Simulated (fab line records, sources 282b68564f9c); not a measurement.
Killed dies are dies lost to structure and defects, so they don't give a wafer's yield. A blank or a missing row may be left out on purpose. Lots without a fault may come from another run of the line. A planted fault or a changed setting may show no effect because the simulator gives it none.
fab line records | flow rit_cmos
record lots=6 wafers=18 last_day=7
route steps=202 shown M1@184
lots that met no fault: from a run of the same line without faults
start_h: hours from the record's first day to the start of the lot's first wafer shown | wait_h: hours since the lot's step before | " the same as in the row above | L1.1+2: a row that stands for several wafers | - no value, or no start given | * or withheld: withheld | < > ~ a bound
route shown NAME@n: a module of which the file shows steps, and the number in the route of the first | usual: mean/standard deviation of fault-free wafers | same: alike in all rows | chamber/n: place in a boat | sites: the reading at each site | _std_site: their standard deviation | _edge_site: outer sites' mean less inner sites' | radius_mm: how far each site lies from the wafer's centre | mask NAME#n: copy n | behind: the tool/chamber that last shaped the wafer | hold: why the lot was held/for how many hours/how that ended | device: the transistor (n, p or np) that didn't switch | end of line: the same wafers' tests at the end of the route | a step without rows: its recipe alone | killed: dies lost to structure and defects at the first sort, not the wafer's yield | map: a wafer's dies, x killed, . not, _ none there
set.NAME: the setting as run; set.NAME@STEP: as run at that earlier step | model.NAME: the simulator's own value behind a step, which no gauge read
lots at some steps of the route; a table a step, a row a wafer
services: from which hour (start_h, from the record's first day; less than 0 if before it) a tool's chamber was out of use, for how many hours, and why
## steps
# step RIT_M1_SPUTTER_00
# recipe material=Al target_thk_nm=400 power_w=2000 chamber_pressure_pa=0.4 gas=Ar time_s=500 substrate_temp_c=25
# usual throttle_valve_pct=30.4/1
# columns lot.wafer tool chamber start_h wait_h throttle_valve_pct
L471.3 pvd_sputter-03 - 82.70 0.0 31.4
L471.4 " - " " 32.0
L471.5 " - " " 32.0
L475.1 pvd_sputter-01 - 103.17 0.0 30.8
L475.3 " - " " 32.4
L475.6 " - " " 30.8
L477.1 pvd_sputter-02 - 110.34 0.0 29.2
L477.2 " - " " 29.4
L477.5 " - " " 29.5
L479.1 pvd_sputter-02 - 118.65 0.0 29.3
L479.4 " - " " 30.5
L479.6 " - " " 31.0
L483.1 pvd_sputter-02 - 135.95 0.0 30.5
L483.4 " - " " 29.1
L483.6 " - " " 29.2
L487.1 pvd_sputter-02 - 157.65 0.0 29.6
L487.4 " - " " 30.9
L487.5 " - " " 29.4
# step RIT_M1_RS_MEAS_01
# recipe thk_meas_gauge=four-point-probe reads=Al_of_M1_SPUTTER_00
# usual M1_AL_RS=0.0735/0.00068
# columns lot.wafer tool chamber start_h wait_h M1_AL_RS[ohm/sq]
L471.3 film_metro-03 - 83.03 0.2 0.0739
L471.4 " - " " 0.0737
L471.5 " - " " 0.0735
L475.1 film_metro-03 - 103.46 0.1 0.0737
L475.3 " - " " 0.0734
L475.6 " - " " 0.0737
L477.1 film_metro-04 - 110.64 0.1 0.0744
L477.2 " - " " 0.0729
L477.5 " - " " 0.0732
L479.1 film_metro-03 - 118.95 0.1 0.0722
L479.4 " - " " 0.0725
L479.6 " - " " 0.0725
L483.1 film_metro-02 - 136.25 0.1 0.0729
L483.4 " - " " 0.0735
L483.6 " - " " 0.0728
L487.1 film_metro-03 - 157.95 0.1 0.0733
L487.4 " - " " 0.0726
L487.5 " - " " 0.0729
# step RIT_M1_THK_MEAS_02
# recipe thk_meas_gauge=xrf reads=Al_of_M1_SPUTTER_00
# usual M1_AL_THK=398/4.3
# columns lot.wafer tool chamber start_h wait_h M1_AL_THK[nm]
L471.3 film_metro-03 - 83.13 0.1 395
L471.4 " - " " 395
L471.5 " - " " 396
L475.1 film_metro-03 - 103.58 0.1 398
L475.3 " - " " 398
L475.6 " - " " 400
L477.1 film_metro-04 - 110.76 0.1 394
L477.2 " - " " 401
L477.5 " - " " 404
L479.1 film_metro-03 - 119.07 0.1 405
L479.4 " - " " 404
L479.6 " - " " 404
L483.1 film_metro-02 - 136.37 0.1 399
L483.4 " - " " 397
L483.6 " - " " 400
L487.1 film_metro-03 - 158.07 0.1 401
L487.4 " - " " 406
L487.5 " - " " 403
# step RIT_M1_HMDS_03
# recipe prime_time_s=60 prime_temp_c=140
# step RIT_M1_COAT_04
# recipe resist=NOVOLAK spin_rpm=2000 resist_thk_nm=1300
# step RIT_M1_SOFTBAKE_05
# recipe resist=NOVOLAK temp_c=90 time_s=60
# step RIT_M1_EXPOSE_06
# recipe mask_id=M12 na=0.6 source_shape=conventional sigma_outer=0.5 target_cd_nm=2600 dose_mj=250
# step RIT_M1_PEB_07
# recipe resist=NOVOLAK temp_c=withheld time_s=withheld
# step RIT_M1_DEVELOP_08
# recipe resist=NOVOLAK develop_time_s=68 dev_temp_c=23
# step RIT_M1_CD_MEAS_09
# recipe target_cd_nm=2600
# usual cd_nm=2600.5/2.1
# columns lot.wafer tool chamber start_h wait_h cd_nm
L471.3 cd_sem-02 - 84.21 - 2597.9
L471.4 " - " " 2598.5
L471.5 " - " " 2601.0
L475.1 cd_sem-02 - 104.65 - 2602.3
L475.3 " - " " 2601.4
L475.6 " - " " 2602.6
L477.1 cd_sem-02 - 111.70 - 2603.4
L477.2 " - " " 2601.5
L477.5 " - " " 2601.4
L479.1 cd_sem-01 - 120.13 - 2599.7
L479.4 " - " " 2599.2
L479.6 " - " " 2599.0
L483.1 cd_sem-01 - 137.31 - 2602.1
L483.4 " - " " 2603.3
L483.6 " - " " 2602.0
L487.1 cd_sem-02 - 159.01 - 2598.8
L487.4 " - " " 2600.6
L487.5 " - " " 2597.6
# step RIT_M1_OVL_MEAS_10
# usual M1_OVL=-0.1/1.4
# columns lot.wafer tool chamber start_h wait_h M1_OVL[nm]
L471.3 overlay-01 - 84.30 0.1 1.5
L471.4 " - " " 1.0
L471.5 " - " " -1.0
L475.1 overlay-01 - 104.77 0.1 -0.3
L475.3 " - " " 2.2
L475.6 " - " " 0.8
L477.1 overlay-02 - 111.82 0.1 0.8
L477.2 " - " " 0.6
L477.5 " - " " -0.1
L479.1 overlay-01 - 120.25 0.1 2.0
L479.4 " - " " 0.9
L479.6 " - " " 1.3
L483.1 overlay-01 - 137.43 0.1 0.0
L483.4 " - " " -2.7
L483.6 " - " " -0.5
L487.1 overlay-01 - 159.13 0.1 0.2
L487.4 " - " " -0.6
L487.5 " - " " -1.1
# step RIT_M1_HARDBAKE_11
# recipe resist=NOVOLAK temp_c=140 time_s=120
# step RIT_M1_METAL_ETCH_12
# recipe stop_on=SiO2 chemistry=Cl2/BCl3 target=Al time_s=165 over_etch_frac=0.5 pressure_mtorr=100 target_depth_a=6000 rf_w=250 Cl2_flow_sccm=60 bcl3_flow_sccm=50
# usual drypump_motor_current_A=5.6/0.49 oes_product_au=0.776/0.01 over_etch_frac=0.5/0 throttle_valve_pct=8.25/0.088
# columns lot.wafer tool chamber start_h wait_h drypump_motor_current_A oes_product_au over_etch_frac rf_hours_counter_h throttle_valve_pct model.NOVOLAK_of_M1_COAT_04.thk_nm
L471.3 rie_metal-04 1 84.65 0.2 6.0 0.765 0.5 - 8.37 788.9
L471.4 " 0 " " 5.2 0.774 0.5 - 8.23 789
L471.5 " 1 " " 6.0 0.777 0.5 - 8.36 787.1
L475.1 rie_metal-02 1 105.17 0.2 6.2 0.796 0.5 31 8.22 802.3
L475.3 " 0 " " 5.0 0.778 0.5 - 8.34 802.9
L475.6 " 1 " " 6.2 0.787 0.5 - 8.24 803.6
L477.1 rie_metal-04 1 112.10 0.2 6.0 0.764 0.5 3 8.38 790.5
L477.2 " 0 " " 5.2 0.790 0.45402 6 8.22 805.3
L477.5 " 1 " " 6.0 0.769 0.5 - 8.34 785.7
L479.1 rie_metal-04 0 120.54 0.2 5.2 0.790 0.45402 6 8.20 811.1
L479.4 " 1 " " 6.0 0.780 0.5 - 8.36 794
L479.6 " 1 " " 6.0 0.773 0.5 - 8.37 791.9
L483.1 rie_metal-01 1 137.71 0.2 6.2 0.771 0.5 1 8.09 804.9
L483.4 " 1 " " 6.2 0.760 0.5 - 8.08 804.5
L483.6 " 0 " " 5.5 0.783 0.5 - 8.27 805.3
L487.1 rie_metal-02 1 159.41 0.2 6.2 0.775 0.5 0 8.26 813.3
L487.4 " 1 " " 6.1 0.787 0.5 - 8.23 809.2
L487.5 " 1 " " 6.2 0.782 0.5 - 8.24 811.3
# step RIT_M1_STRIP_13
# recipe chemistry=nmp resist=NOVOLAK temp_c=80 time_s=600 dry=n2_spin
# step RIT_M1_PROBE_99
# usual defect_limited_yield=97.4/1.2 killed_at_contacts=0.1/0.36 killed_at_front_end=7/3.1 killed_dies=7/3.1 killed_open=3.6/2.1 killed_short=3.2/1.9
# same gross_dies=264 killed_at_M0_to_M3=0 killed_at_M4_up=0 killed_at_back_side=0 killed_at_other=0
# columns lot.wafer tool chamber start_h wait_h defect_limited_yield[%] killed_at_contacts killed_at_front_end killed_dies killed_open killed_short
L471.3 prober-01 - 86.98 0.2 97.7 0 6 6 3 3
L471.4 prober-01 - 87.03 0.2 98.5 0 4 4 3 1
L471.5 prober-01 - 87.08 0.2 97.0 0 8 8 2 6
L475.1 prober-01 - 107.44 0.1 97.7 0 6 6 6 0
L475.3 prober-01 - 107.54 0.2 99.6 0 1 1 0 1
L475.6 prober-01 - 107.69 0.2 98.5 0 4 4 2 2
L477.1 prober-01 - 114.36 0.1 97.7 0 6 6 4 2
L477.2 prober-01 - 114.41 0.1 97.3 0 7 7 4 3
L477.5 prober-01 - 114.56 0.2 97.3 0 7 7 6 1
L479.1 prober-01 - 122.80 0.1 95.5 0 12 12 8 4
L479.4 prober-01 - 122.95 0.2 96.2 0 10 10 6 4
L479.6 prober-01 - 123.05 0.2 98.1 1 4 5 4 1
L483.1 prober-01 - 139.96 0.1 98.5 0 4 4 2 2
L483.4 prober-01 - 140.11 0.2 96.2 0 10 10 7 3
L483.6 prober-01 - 140.21 0.2 97.7 0 6 6 4 2
L487.1 prober-01 - 161.71 0.1 98.1 0 5 5 4 1
L487.4 prober-01 - 161.86 0.2 95.8 0 11 11 3 8
L487.5 prober-01 - 161.91 0.2 97.0 0 8 8 3 5
# killed by level:class
L471.3 SILICIDE:geometric_particle:short=2 SILICIDE:geometric_particle:open=2 GATE:geometric_particle:open=1 REOX:geometric_particle:short=1
L471.4 GATE:geometric_particle:open=2 FOX1:geometric_particle:short=1 SILICIDE:geometric_particle:open=1
L471.5 GATE:geometric_particle:short=3 FOX1:geometric_particle:short=2 GATE:geometric_particle:open=1 SPACER:geometric_particle:open=1 SILICIDE:geometric_particle:short=1
L475.1 GATE:geometric_particle:open=2 REOX:geometric_particle:open=2 FOX2:geometric_particle:open=1 SILICIDE:geometric_particle:open=1
L475.3 REOX:geometric_particle:short=1
L475.6 GATE:geometric_particle:open=2 GATE:geometric_particle:short=1 SPACER:geometric_particle:short=1
L477.1 GATE:geometric_particle:open=3 REOX:geometric_particle:open=1 SPACER:geometric_particle:short=1 SILICIDE:geometric_particle:short=1
L477.2 FOX1:geometric_particle:open=2 GATE:geometric_particle:open=2 GATE:geometric_particle:short=2 SPACER:geometric_particle:short=1
L477.5 GATE:geometric_particle:open=3 FOX1:geometric_particle:open=2 GATE:geometric_particle:short=1 SPACER:geometric_particle:open=1
L479.1 FOX1:geometric_particle:open=2 FOX2:geometric_particle:open=2 REOX:geometric_particle:open=2 FOX1:geometric_particle:short=1 FOX2:geometric_particle:short=1 GATE:geometric_particle:open=1 GATE:geometric_particle:short=1 SPACER:geometric_particle:open=1
L479.4 SPACER:geometric_particle:short=3 SILICIDE:geometric_particle:open=3 GATE:geometric_particle:open=2 FOX1:geometric_particle:short=1 SPACER:geometric_particle:open=1
L479.6 FOX1:geometric_particle:open=2 SPACER:geometric_particle:open=1 SILICIDE:geometric_particle:short=1 CONTACT:geometric_particle:open=1
L483.1 GATE:geometric_particle:open=1 GATE:geometric_particle:short=1 SPACER:geometric_particle:short=1 SPACER:geometric_particle:open=1
L483.4 GATE:geometric_particle:open=3 SPACER:geometric_particle:open=2 SPACER:geometric_particle:short=2 FOX1:geometric_particle:open=1 REOX:geometric_particle:short=1 REOX:geometric_particle:open=1
L483.6 SILICIDE:geometric_particle:open=2 FOX1:geometric_particle:open=1 FOX2:geometric_particle:short=1 GATE:geometric_particle:open=1 GATE:geometric_particle:short=1
L487.1 FOX2:geometric_particle:open=1 FOX2:geometric_particle:short=1 GATE:geometric_particle:open=1 REOX:geometric_particle:open=1 SPACER:geometric_particle:open=1
L487.4 GATE:geometric_particle:short=3 FOX2:geometric_particle:short=2 GATE:geometric_particle:open=2 REOX:geometric_particle:short=2 SILICIDE:geometric_particle:short=1 SILICIDE:geometric_particle:open=1
L487.5 GATE:geometric_particle:short=3 FOX1:geometric_particle:open=1 GATE:geometric_particle:open=1 REOX:geometric_particle:short=1 SILICIDE:geometric_particle:short=1 SILICIDE:geometric_particle:open=1
## services
# columns tool chamber start_h hours kind
pvd_sputter-02 - 80.52 10.1 repair
pvd_sputter-02 - 97.49 1.1 repair
rie_metal-01 - 117.87 2.8 pm
pvd_sputter-01 - 119.25 3.4 repair
rie_metal-02 - 136.12 20.0 pm
rie_metal-02 0 136.12 20.0 vent_cycle
rie_metal-02 1 136.12 20.0 vent_cycle
pvd_sputter-02 - 138.76 6.1 repair
rie_metal-02 0 156.12 - clean
rie_metal-02 1 156.12 - clean
## key
first_sign step=RIT_M1_METAL_ETCH_12 reading=over_etch_frac direction=down sigmas=99+ usual=0.5 struck=0.45402
effect none on later readings
model_effect step=RIT_M1_METAL_ETCH_12 value=NOVOLAK_of_M1_COAT_04.thk_nm without=797.8 struck=808.2
met_at RIT_M1_METAL_ETCH_12
struck_wafers L477.2,L479.1
onset_between 84.65 112.10
fault kind=process_parameter_drift tool=rie_metal-04 chamber=0 onset_h=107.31 steps=RIT_M1_METAL_ETCH_12 channel=over_etch_frac offset=-0.045976 shape=step end_h=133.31 stated=0.5
